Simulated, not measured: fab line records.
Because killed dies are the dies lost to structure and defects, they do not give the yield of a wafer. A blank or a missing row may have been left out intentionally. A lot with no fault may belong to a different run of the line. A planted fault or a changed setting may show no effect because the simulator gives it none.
Comparing a struck lot with a sound one ; flow rit_cmos ; 16 steps out of a route of 202
Sound: wafers L765.3, L765.5, L765.6. Struck: wafers L770.1, L770.3, L770.4. The cause is named last.
For every step that has rows: the tool of each side, followed by ch and its chambers, followed by its first start. Under that, the readings that differ: sound wafers ; struck wafers ; difference of the means ; sigmas: that difference in standard deviations of wafers without a fault.
alike: readings with means less than 2 such deviations apart, plus words and numbers identical on both sides. not compared: withheld readings, readings lacking a value on some wafer, bounds such as >300 that could conceal the same value, and numbers that have no deviation in the record and whose values overlap.
Wherever a step has rows on one side only, a row that says differs or no value, or a row with sigmas, the two part there. Numbers that have no deviation but don't overlap get no sigmas and don't part them. A reading missing from all wafers of one side parts the sides only when that side holds two or more wafers.

RIT_ACTIVE_BOW_MEAS_00:
  sound on film_metro-01 at day 1 20:02; struck on film_metro-03 at day 2 21:00
  alike: INCOMING_BOW
then, 1 step without rows for these wafers: RIT_ACTIVE_OXIDATION_01 (target thk 46.8 nm, ox time 3360 s).
RIT_ACTIVE_THK_MEAS_02:
  sound on film_metro-02 at day 1 22:05; struck on film_metro-03 at day 3 01:25
  alike: ACTIVE_OXIDE_THK
then, 1 step without rows for these wafers: RIT_ACTIVE_CVD_03 (deposits Si3N4 from SiH2Cl2/NH3, target thk 150 nm, time 1500 s).
RIT_ACTIVE_THK_MEAS_04:
  sound on film_metro-01 at day 2 01:28; struck on film_metro-02 at day 3 02:53
  alike: ACTIVE_NITRIDE_THK
then, 6 steps without rows for these wafers: RIT_ACTIVE_HMDS_05 (prime time 60 s); RIT_ACTIVE_COAT_06 (resist thk 1000 nm); RIT_ACTIVE_SOFTBAKE_07 (time 60 s); RIT_ACTIVE_EXPOSE_08 (exposes mask M1, target cd 1400 nm); RIT_ACTIVE_PEB_09; RIT_ACTIVE_DEVELOP_10 (develop time 50 s).
RIT_ACTIVE_CD_MEAS_11: the cd target is 1400 nm.
  sound on cd_sem-02 at day 2 02:25; struck on cd_sem-02 at day 3 03:47
  alike: cd_nm
RIT_ACTIVE_HARDBAKE_12: time 60 s.
  sound on litho_track-02 ch 0, day 2 02:32; struck on litho_track-03 ch 0, day 3 03:55
reading;sound;struck;difference;sigmas
heater_power_total_W (W);62.59 62.53 62.50;69.23 69.19 69.04;+6.61;+99 or more
plate_temp_C (C);140.29 140.22 140.33;151.50 151.30 151.37;+11.11;+69
model.NOVOLAK_of_ACTIVE_COAT_06.thk_nm (nm);879.1 879.3 879.2;876.4 874.5 873.7;-4.3;
RIT_ACTIVE_ETCH_13: etches Si3N4 in SF6, stops on SiO2, time 210 s, target depth 210 nm.
  sound on rie_diel-01 ch 0,2,3, day 2 02:38; struck on rie_diel-04 ch 0,1,2, day 3 04:04
  alike: drypump_motor_current_A, oes_product_au, throttle_valve_pct
  not compared: rf_hours_counter_h, model.NOVOLAK_of_ACTIVE_COAT_06.thk_nm
RIT_ACTIVE_STRIP_14: strips in O2, time 180 s.
  sound on plasma_asher-03 ch 0,1, day 2 02:50; struck on plasma_asher-04 ch 0,1, day 3 04:12
  alike: drypump_motor_current_A
  not compared: rf_hours_counter_h
after that, 1 step had no rows for these wafers: RIT_M1_PROBE_99.

== WHERE THEY PART ==
Only at RIT_ACTIVE_HARDBAKE_12, within this record. Later steps at which nothing parts them and some readings are alike: RIT_ACTIVE_ETCH_13, RIT_ACTIVE_STRIP_14.

WHY: whatever the simulator had introduced
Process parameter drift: litho_track-03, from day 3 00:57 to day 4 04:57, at RIT_ACTIVE_HARDBAKE_12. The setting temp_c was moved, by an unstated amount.
